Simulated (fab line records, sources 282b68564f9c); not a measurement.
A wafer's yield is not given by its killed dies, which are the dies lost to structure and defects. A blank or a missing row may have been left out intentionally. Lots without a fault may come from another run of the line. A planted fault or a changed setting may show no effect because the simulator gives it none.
Matching of chambers | flow rit cmos | RIT_GATE_ETCH_19 on rie si-02: 4 sister chambers
The step etches poly-Si in SF6/CHF3/O2, stops on SiO2, time 165 s, target depth 312.5 nm. 14 wafers are shown with their chamber, then 7 later ones without.

## EACH WAFER AND ITS CHAMBER
wafer  | chamber | drypump motor current A (A) | throttle valve pct (%) | oes product au (a.u.)
L315.1 | 2       | 5.3                         | 10.31                  | 0.873
L315.4 | 1       | 5.3                         | 10.23                  | 0.865
L315.6 | 3       | 5.0                         | 10.19                  | 0.873
L317.1 | 2       | 5.3                         | 10.29                  | 0.875
L317.3 | 0       | 6.2                         | 10.05                  | 0.866
L317.6 | 1       | 5.3                         | 10.26                  | 0.854
L321.4 | 3       | 5.0                         | 10.19                  | 0.877
L321.5 | 3       | 5.0                         | 10.19                  | 0.870
L321.6 | 2       | 5.3                         | 10.29                  | 0.870
L323.2 | 2       | 5.3                         | 10.31                  | 0.867
L323.5 | 0       | 6.3                         | 10.05                  | 0.863
L323.6 | 3       | 5.0                         | 10.19                  | 0.866
L325.3 | 2       | 5.3                         | 10.32                  | 0.872
L325.4 | 3       | 5.0                         | 10.19                  | 0.861

SIGNATURES (means of the wafers above)
reading                 | chamber 0 | chamber 1 | chamber 2 | chamber 3 | scatter within a chamber
drypump motor current A | 6.250     | 5.300     | 5.300     | 5.000     | 0.0224
throttle valve pct      | 10.0500   | 10.2450   | 10.3040   | 10.1900   | 0.0108
oes product au          | 0.86450   | 0.85950   | 0.87140   | 0.86940   | 0.00505
Rule: distance of a wafer from a chamber = root of the sum over the readings of ((wafer's reading minus chamber's mean) / reading's scatter) squared. The wafer belongs to the nearest chamber; if the next one is less than 2 further off, it can't be placed. The scatter: take each reading less its chamber's mean, square it, sum over the shown wafers, divide by the number of wafers less the number of chambers, and take the root.

## WAFERS WITH NO CHAMBER GIVEN
wafer  | drypump motor current A (A) | throttle valve pct (%) | oes product au (a.u.)
L325.5 | 5.3                         | 10.31                  | 0.866
L329.2 | 5.3                         | 10.24                  | 0.851
L329.3 | 5.3                         | 10.31                  | 0.877
L329.4 | 6.2                         | 10.06                  | 0.868
L333.2 | 6.2                         | 10.04                  | 0.862
L333.5 | 5.3                         | 10.23                  | 0.872
L333.6 | 5.3                         | 10.31                  | 0.872

## EACH ONE'S CHAMBER
wafer  | from the rows above | in truth
L325.5 | 2                   | 2
L329.2 | 1                   | 1
L329.3 | 2                   | 2
L329.4 | 0                   | 0
L333.2 | 0                   | 0
L333.5 | 1                   | 1
L333.6 | 2                   | 2
7 of 7 placed correctly. Left unplaced by these rows: 0. Number placed wrongly: 0.
